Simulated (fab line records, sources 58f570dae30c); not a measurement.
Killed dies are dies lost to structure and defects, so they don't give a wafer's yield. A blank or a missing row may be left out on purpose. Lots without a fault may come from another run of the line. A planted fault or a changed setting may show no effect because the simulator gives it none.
A struck lot beside a sound one | flow berkeley_cmos170 | 23 steps out of a route of 331
Sound: wafers L119.3, L119.4, L119.6. Struck: wafers L121.1, L121.3, L121.4. The cause comes at the end.
At each step with rows: each side's tool, then ch and its chambers, then its first start. Under that, the readings that differ: sound wafers | struck wafers | difference of the means | sigmas: that difference in standard deviations of wafers without a fault.
alike: readings whose means differ by less than 2 such deviations, and words and numbers that are the same on both sides. not compared: withheld readings, readings that some wafer has no value for, bounds like >300 that may hide the same value, and numbers for which the record gives no deviation and whose values overlap.
The two part at a step that has a row with sigmas, a row that says differs or no value, or rows on one side only. Numbers that don't overlap but have no deviation are shown without sigmas and don't part them. A reading that every wafer of one side lacks parts them only if that side has two wafers or more.

first, 3 steps without rows for these wafers: UCB170_PLDD_EXPOSE_03 (exposes mask PSELECT, target cd 1200 nm); UCB170_PLDD_PEB_04; UCB170_PLDD_DEVELOP_05 (develop time 45 s).
UCB170_PLDD_CD_MEAS_06: target cd 1200 nm.
  sound on cd_sem-02, day 6 19:25; struck on cd_sem-01, day 7 08:26
  alike: cd_nm
UCB170_PLDD_OVL_MEAS_07:
  sound on overlay-02, day 6 19:31; struck on overlay-02, day 7 08:33
  alike: PLDD_OVL
then, 2 steps without rows for these wafers: UCB170_PLDD_IMPLANT_08; UCB170_PLDD_IMPLANT_09.
UCB170_PLDD_STRIP_10: strips in O2.
  sound on plasma_asher-01 ch 0,1, day 6 19:52; struck on plasma_asher-01 ch 0,1, day 7 08:53
  alike: drypump_motor_current_A, oes_product_au, strip_time_to_endpoint_s
  not compared: rf_hours_counter_h
UCB170_PLDD_TW_MEAS_11:
  sound on film_metro-01, day 6 19:57; struck on film_metro-01, day 7 08:59
  alike: PLDD_TW
then, 3 steps without rows for these wafers: UCB170_PLDD_CLEAN_12 (cleans in SPM, time 600 s); UCB170_NLDD_HMDS_00 (prime time 60 s); UCB170_NLDD_COAT_01 (resist thk 900 nm).
UCB170_NLDD_SOFTBAKE_02: time 60 s.
  sound on litho_track-03 ch 0, day 6 21:01; struck on litho_track-03 ch 0, day 7 09:31
  reading                  | sound                | struck               | difference | sigmas
  chill_plate_temp_C (C)   | 22.85 22.78 22.87    | 23.17 22.96 23.10    | +0.24      | +2
  heater_power_total_W (W) | 56.77 56.82 56.76    | 47.54 47.50 47.40    | -9.30      | -99 or more
  plate_temp_C (C)         | 129.92 129.98 130.02 | 113.54 113.41 113.27 | -16.57     | -99 or more
then, 2 steps without rows for these wafers: UCB170_NLDD_EXPOSE_03 (exposes mask NSELECT, target cd 1200 nm); UCB170_NLDD_PEB_04.
UCB170_NLDD_DEVELOP_05: develop time 45 s.
  sound on litho_track-03 ch 0; struck on litho_track-03 ch 0
  reading                               | sound             | struck          | difference | sigmas
  model.KrF_of_NLDD_COAT_01.thk_nm (nm) | 888.5 888.9 887.4 | 906.7 906.4 905 | +17.8      |
  alike: chill_plate_temp_C
UCB170_NLDD_CD_MEAS_06: target cd 1200 nm.
  sound on cd_sem-01, day 6 21:52; struck on cd_sem-01, day 7 10:11
  reading    | sound                | struck               | difference | sigmas
  cd_nm (nm) | 1201.5 1201.8 1201.9 | 1173.8 1173.0 1172.9 | -28.5      | -18
UCB170_NLDD_OVL_MEAS_07:
  sound on overlay-01, day 6 21:58; struck on overlay-01, day 7 10:19
  alike: NLDD_OVL
then, 2 steps without rows for these wafers: UCB170_NLDD_IMPLANT_08; UCB170_NLDD_IMPLANT_09.
UCB170_NLDD_STRIP_10: strips in O2.
  sound on plasma_asher-02 ch 0,1, day 6 22:19; struck on plasma_asher-02 ch 0,1, day 7 10:38
  reading                      | sound             | struck            | difference | sigmas
  strip_time_to_endpoint_s (s) | 21.72 21.69 21.67 | 22.12 22.12 22.08 | +0.41      | +6
  alike: drypump_motor_current_A, oes_product_au
  not compared: rf_hours_counter_h
UCB170_NLDD_TW_MEAS_11:
  sound on film_metro-01, day 6 22:25; struck on film_metro-03, day 7 10:44
  alike: NLDD_TW
then, 1 step without rows for these wafers: UCB170_M3_PROBE_99.

WHERE THEY PART
First at UCB170_NLDD_SOFTBAKE_02; last, within this record, at UCB170_NLDD_STRIP_10. Later steps at which nothing parts them and some readings are alike: UCB170_NLDD_TW_MEAS_11.

WHY: what the simulator had put in
Process parameter drift: litho_track-03, from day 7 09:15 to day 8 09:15, at UCB170_NLDD_SOFTBAKE_02. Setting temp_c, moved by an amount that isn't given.
